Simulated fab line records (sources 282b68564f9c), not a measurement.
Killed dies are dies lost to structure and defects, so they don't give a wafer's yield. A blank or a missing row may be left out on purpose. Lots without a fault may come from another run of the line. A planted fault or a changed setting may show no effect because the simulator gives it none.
Which tool did it? / flow rit cmos / 14 lots, 42 wafers sampled, at 2 steps of a route of 202

== WHAT THE GAUGES READ, wafer by wafer ==
RIT_SPACER_THK_MEAS_04.
lot=L519; measured=day 3 05:53; on=film metro-02; SPACER_NITRIDE_THK (nm)=247.3 250.5 248.2
lot=L520; measured=day 3 06:58; on=film metro-04; SPACER_NITRIDE_THK (nm)=245.6 244.6 245.8
lot=L521; measured=day 3 19:32; on=film metro-03; SPACER_NITRIDE_THK (nm)=251.8 252.5 250.8
lot=L522; measured=day 3 21:14; on=film metro-02; SPACER_NITRIDE_THK (nm)=247.7 247.3 247.1
lot=L524; measured=day 4 11:41; on=film metro-02; SPACER_NITRIDE_THK (nm)=255.5 253.5 253.2
lot=L525; measured=day 4 18:44; on=film metro-03; SPACER_NITRIDE_THK (nm)=248.4 250.2 251.4
lot=L526; measured=day 4 21:14; on=film metro-03; SPACER_NITRIDE_THK (nm)=355.1 356.0 354.0 354.9 356.4 353.6
lot=L528; measured=day 5 01:46; on=film metro-02; SPACER_NITRIDE_THK (nm)=354.6 353.2 353.0 354.7 353.1 353.0
lot=L535; measured=day 6 09:07; on=film metro-02; SPACER_NITRIDE_THK (nm)=251.6 251.8 248.9
lot=L536; measured=day 6 14:47; on=film metro-04; SPACER_NITRIDE_THK (nm)=249.8 249.5 247.8
lot=L537; measured=day 6 17:16; on=film metro-02; SPACER_NITRIDE_THK (nm)=249.8 248.3 247.5
lot=L539; measured=day 7 07:30; on=film metro-02; SPACER_NITRIDE_THK (nm)=250.8 250.7 247.2
lot=L541; measured=day 7 21:02; on=film metro-03; SPACER_NITRIDE_THK (nm)=250.2 249.0 251.1
lot=L542; measured=day 8 02:07; on=film metro-04; SPACER_NITRIDE_THK (nm)=255.5 255.1 254.7

== WHICH TOOL RAN EACH LOT (tool, then ch and the chambers of the sampled wafers, then the start) ==
lot=L519; RIT_SPACER_CVD_03=lpcvd-01 ch 0, day 3 03:58
lot=L520; RIT_SPACER_CVD_03=lpcvd-02 ch 0, day 3 05:04
lot=L521; RIT_SPACER_CVD_03=lpcvd-02 ch 0, day 3 17:37
lot=L522; RIT_SPACER_CVD_03=lpcvd-01 ch 1, day 3 19:19
lot=L524; RIT_SPACER_CVD_03=lpcvd-02 ch 0, day 4 09:46
lot=L525; RIT_SPACER_CVD_03=lpcvd-01 ch 0, day 4 16:49
lot=L526; RIT_SPACER_CVD_03=lpcvd-02 ch 0, day 4 18:22
lot=L528; RIT_SPACER_CVD_03=lpcvd-02 ch 0, day 4 23:50
lot=L535; RIT_SPACER_CVD_03=lpcvd-01 ch 0, day 6 07:11
lot=L536; RIT_SPACER_CVD_03=lpcvd-01 ch 1, day 6 12:52
lot=L537; RIT_SPACER_CVD_03=lpcvd-01 ch 1, day 6 15:21
lot=L539; RIT_SPACER_CVD_03=lpcvd-01 ch 0, day 7 05:35
lot=L541; RIT_SPACER_CVD_03=lpcvd-01 ch 1, day 7 19:05
lot=L542; RIT_SPACER_CVD_03=lpcvd-02 ch 1, day 8 00:11
- RIT_SPACER_CVD_03: deposits Si3N4 from SiH2Cl2/NH3, target thk 250 nm, time 3300 s.

== AS READ BY THE TOOLS THEMSELVES (means over the sampled wafers that have a number; for cases with no such wafer, the mark the record gives instead) ==
RIT_SPACER_CVD_03.
lot=L519; tool=lpcvd-01; sih2cl2 flow sccm (sccm)=59.88; spike tc centre C (C)=812.2; spike tc load C (C)=830.9; spike tc source C (C)=830.5; zone power load pct (%)=21.7
lot=L520; tool=lpcvd-02; sih2cl2 flow sccm (sccm)=59.68; spike tc centre C (C)=813.0; spike tc load C (C)=835.4; spike tc source C (C)=825.5; zone power load pct (%)=19.4
lot=L521; tool=lpcvd-02; sih2cl2 flow sccm (sccm)=59.98; spike tc centre C (C)=815.0; spike tc load C (C)=835.2; spike tc source C (C)=826.0; zone power load pct (%)=19.4
lot=L522; tool=lpcvd-01; sih2cl2 flow sccm (sccm)=60.25; spike tc centre C (C)=811.5; spike tc load C (C)=832.0; spike tc source C (C)=830.2; zone power load pct (%)=18.0
lot=L524; tool=lpcvd-02; sih2cl2 flow sccm (sccm)=60.06; spike tc centre C (C)=814.0; spike tc load C (C)=835.2; spike tc source C (C)=827.5; zone power load pct (%)=19.6
lot=L525; tool=lpcvd-01; sih2cl2 flow sccm (sccm)=60.40; spike tc centre C (C)=811.9; spike tc load C (C)=830.3; spike tc source C (C)=831.3; zone power load pct (%)=21.8
lot=L526; tool=lpcvd-02; sih2cl2 flow sccm (sccm)=60.16; spike tc centre C (C)=834.1; spike tc load C (C)=854.7; spike tc source C (C)=846.4; zone power load pct (%)=20.6
lot=L528; tool=lpcvd-02; sih2cl2 flow sccm (sccm)=59.89; spike tc centre C (C)=833.3; spike tc load C (C)=855.5; spike tc source C (C)=847.0; zone power load pct (%)=20.6
lot=L535; tool=lpcvd-01; sih2cl2 flow sccm (sccm)=60.04; spike tc centre C (C)=811.0; spike tc load C (C)=828.6; spike tc source C (C)=831.4; zone power load pct (%)=22.0
lot=L536; tool=lpcvd-01; sih2cl2 flow sccm (sccm)=59.91; spike tc centre C (C)=810.5; spike tc load C (C)=832.7; spike tc source C (C)=829.8; zone power load pct (%)=18.0
lot=L537; tool=lpcvd-01; sih2cl2 flow sccm (sccm)=60.09; spike tc centre C (C)=812.5; spike tc load C (C)=832.8; spike tc source C (C)=829.9; zone power load pct (%)=17.7
lot=L539; tool=lpcvd-01; sih2cl2 flow sccm (sccm)=60.20; spike tc centre C (C)=812.7; spike tc load C (C)=830.6; spike tc source C (C)=830.9; zone power load pct (%)=21.8
lot=L541; tool=lpcvd-01; sih2cl2 flow sccm (sccm)=59.93; spike tc centre C (C)=812.2; spike tc load C (C)=831.7; spike tc source C (C)=830.3; zone power load pct (%)=17.8
lot=L542; tool=lpcvd-02; sih2cl2 flow sccm (sccm)=60.17; spike tc centre C (C)=812.1; spike tc load C (C)=832.6; spike tc source C (C)=834.6; zone power load pct (%)=21.7

== THE ANSWER, worked out from the rows above alone ==
Rule: what is usual is taken from the lots themselves. The widest of any qualifying gaps counts: lots, ordered by their means at a reading, are off when they make up no more than a third of the lots, leave a main group of 4 or more, and stand apart from it by 3 or more times the standard deviation of that group's means. A main group whose means are all the same, to the digits that the tables above print for the reading, isn't used. A lot without any number at a reading at which 4 lots or more have one is off too. Any other lot the step has rows for is counted as sound. Order of review: gauges by route order, followed by the tools' own readings, for which a lot's mean as printed above is used. The first step at which some lot is off is used, and at that step the reading that is off furthest; a lot without a number counts as furthest.
Off: at RIT_SPACER_THK_MEAS_04 (SPACER_NITRIDE_THK), L526, L528. The main group has a mean of 250.0 nm with a standard deviation of 2.6.
If a tool, at a process step before that reading, ran all the lots that are off and no sound lot after the first of them, it fits. Not tried: the gauges at RIT_SPACER_THK_MEAS_04; whatever is off there is also off at RIT_SPACER_CVD_03, on other tools, and gauge error can't account for it. Not one of the candidates tried fits.

== WHAT THE SIMULATOR PUT IN ==
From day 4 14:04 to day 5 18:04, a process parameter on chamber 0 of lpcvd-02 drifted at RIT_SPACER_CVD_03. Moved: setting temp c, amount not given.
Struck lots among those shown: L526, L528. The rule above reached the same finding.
